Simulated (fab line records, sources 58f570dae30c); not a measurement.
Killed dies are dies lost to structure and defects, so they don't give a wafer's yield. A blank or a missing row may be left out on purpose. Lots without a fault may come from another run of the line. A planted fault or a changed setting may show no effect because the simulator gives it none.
A struck lot beside a sound one | flow berkeley_cmos170 | 20 steps out of a route of 331
Sound: wafers L494.1, L494.2, L494.5. Struck: wafers L507.2, L507.3, L507.4. The cause comes at the end.
At each step with rows: each side's tool, then ch and its chambers, then its first start. Under that, the readings that differ: sound wafers | struck wafers | difference of the means | sigmas: that difference in standard deviations of wafers without a fault.
alike: readings whose means differ by less than 2 such deviations, and words and numbers that are the same on both sides. not compared: withheld readings, readings that some wafer has no value for, bounds like >300 that may hide the same value, and numbers for which the record gives no deviation and whose values overlap.
The two part at a step that has a row with sigmas, a row that says differs or no value, or rows on one side only. Numbers that don't overlap but have no deviation are shown without sigmas and don't part them. A reading that every wafer of one side lacks parts them only if that side has two wafers or more.

UCB170_GATE_CD_MEAS_12: target cd 350 nm.
  sound on cd_sem-01, day 7 13:24; struck on cd_sem-02, day 9 22:49
  alike: cd_nm
UCB170_GATE_OVL_MEAS_13:
  sound on overlay-02, day 7 13:31; struck on overlay-02, day 9 22:56
  alike: GATE_OVL
UCB170_GATE_ETCH_14: etches BARC in N2/H2.
  sound on rie_diel-02 ch 2,3, day 7 13:34; struck on rie_diel-02 ch 0,1, day 9 22:58
  reading                | sound             | struck            | difference | sigmas
  throttle_valve_pct (%) | 13.63 13.36 13.63 | 13.18 12.99 13.19 | -0.42      | -3
  alike: drypump_motor_current_A, oes_product_au
UCB170_GATE_ETCH_15: etches poly-Si in HBr/Cl2, stops on SiO2, time 56.3 s, target depth 278.2 nm.
  sound on rie_si-02 ch 1,2, day 7 13:36; struck on rie_si-02 ch 1,2,3, day 9 23:00
  alike: drypump_motor_current_A, oes_product_au, throttle_valve_pct
  not compared: rf_hours_counter_h
UCB170_GATE_STRIP_16: strips in O2.
  sound on plasma_asher-04 ch 0,1, day 7 13:39; struck on plasma_asher-03 ch 0,1, day 9 23:03
  alike: drypump_motor_current_A, oes_product_au
  not compared: rf_hours_counter_h
UCB170_GATE_CD_MEAS_90: target cd 350 nm.
  sound on cd_sem-01, day 7 13:45; struck on cd_sem-02, day 9 23:10
  alike: cd_nm
then, 6 steps without rows for these wafers: UCB170_GATE_CLEAN_17 (cleans in SPM, time 600 s); UCB170_PLDD_HMDS_00 (prime time 60 s); UCB170_PLDD_COAT_01 (resist thk 907 nm); UCB170_PLDD_SOFTBAKE_02 (time 60 s); UCB170_PLDD_EXPOSE_03 (exposes mask PSELECT, target cd 1200 nm); UCB170_PLDD_PEB_04.
UCB170_PLDD_DEVELOP_05: develop time 45 s.
  sound on litho_track-03 ch 0, day 7 15:00; struck on litho_track-02 ch 0, day 10 00:00
UCB170_PLDD_CD_MEAS_06: target cd 1200 nm.
  sound on cd_sem-02, day 7 15:13; struck on cd_sem-02, day 10 01:29
  reading    | sound                | struck               | difference | sigmas
  cd_nm (nm) | 1198.6 1198.4 1198.3 | 1184.8 1182.4 1184.5 | -14.5      | -10
  not compared: hold
UCB170_PLDD_OVL_MEAS_07:
  sound on overlay-02, day 7 15:20; struck on overlay-01, day 10 07:14
  reading | sound | struck                                                                     | difference                   | sigmas
  hold    | - - - | await_dispo/5.6h/release await_dispo/5.6h/release await_dispo/5.6h/release | no value on the sound wafers |
  alike: PLDD_OVL
then, 2 steps without rows for these wafers: UCB170_PLDD_IMPLANT_08; UCB170_PLDD_IMPLANT_09.
UCB170_PLDD_STRIP_10: strips in O2.
  sound on plasma_asher-03 ch 0,1, day 7 15:40; struck on plasma_asher-03 ch 0,1, day 10 07:34
  alike: drypump_motor_current_A, oes_product_au, strip_time_to_endpoint_s
  not compared: rf_hours_counter_h
UCB170_PLDD_TW_MEAS_11:
  sound on film_metro-04, day 7 15:46; struck on film_metro-02, day 10 07:54
  reading | sound          | struck   | difference | sigmas
  PLDD_TW | 1001 1007 1005 | 30 30 30 | -974       | -99 or more
  not compared: hold
UCB170_M3_PROBE_99:
  the record has rows for the sound wafers here (prober-02, day 9 02:49) and none for the struck ones

WHERE THEY PART
First at UCB170_GATE_ETCH_14; last, within this record, at UCB170_M3_PROBE_99.

WHY: what the simulator had put in
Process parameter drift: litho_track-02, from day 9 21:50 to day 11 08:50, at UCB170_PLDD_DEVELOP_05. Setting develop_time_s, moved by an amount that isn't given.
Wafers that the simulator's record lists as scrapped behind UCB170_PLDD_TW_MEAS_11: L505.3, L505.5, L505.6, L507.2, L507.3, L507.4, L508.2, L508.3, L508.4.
